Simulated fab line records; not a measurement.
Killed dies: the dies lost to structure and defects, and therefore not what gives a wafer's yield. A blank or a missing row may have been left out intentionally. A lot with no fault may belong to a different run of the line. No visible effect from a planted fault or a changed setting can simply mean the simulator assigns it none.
Chamber matching ; flow berkeleyCmos170 ; rieDiel-02 running UCB170_M2_ETCH_17: 4 sister chambers
The step etches BARC in N2/H2. 4 wafers are shown with their chamber, then 8 later ones without.

WAFERS WITH THEIR CHAMBER
wafer;chamber;drypumpMotorCurrentA (A)
L709.1;3;5.0
L715.2;1;5.8
L715.6;2;5.0
L716.2;0;5.0

WAFERS MISSING THEIR CHAMBER
wafer;drypumpMotorCurrentA (A)
L716.3;5.0
L716.6;5.8
L717.2;5.0
L717.5;4.9
L717.6;5.0
L719.1;5.8
L719.3;5.0
L719.6;5.8

EACH ONE'S CHAMBER
wafer;from the rows above;in truth
L716.3;can't be placed: 0 or 2 or 3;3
L716.6;1;1
L717.2;can't be placed: 0 or 2 or 3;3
L717.5;can't be placed: 0 or 2 or 3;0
L717.6;can't be placed: 0 or 2 or 3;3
L719.1;1;1
L719.3;can't be placed: 0 or 2 or 3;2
L719.6;1;1
Correctly placed: 3 of 8. These rows do not allow placing 5 (true chamber among the candidates in 5). Number placed wrongly: 0.
How it was worked out, from the rows above alone: a wafer's distance from a chamber is the root of the sum, over the readings, of the square of ((its reading less the chamber's mean) divided by the reading's scatter). If the next closest chamber is less than 2 further off than the closest, the wafer can't be placed; otherwise it belongs to the closest. A chamber's mean is the mean of its shown wafers. The scatter: root of mean squared gap, hidden wafer to nearest shown wafer, with one shown wafer a chamber.
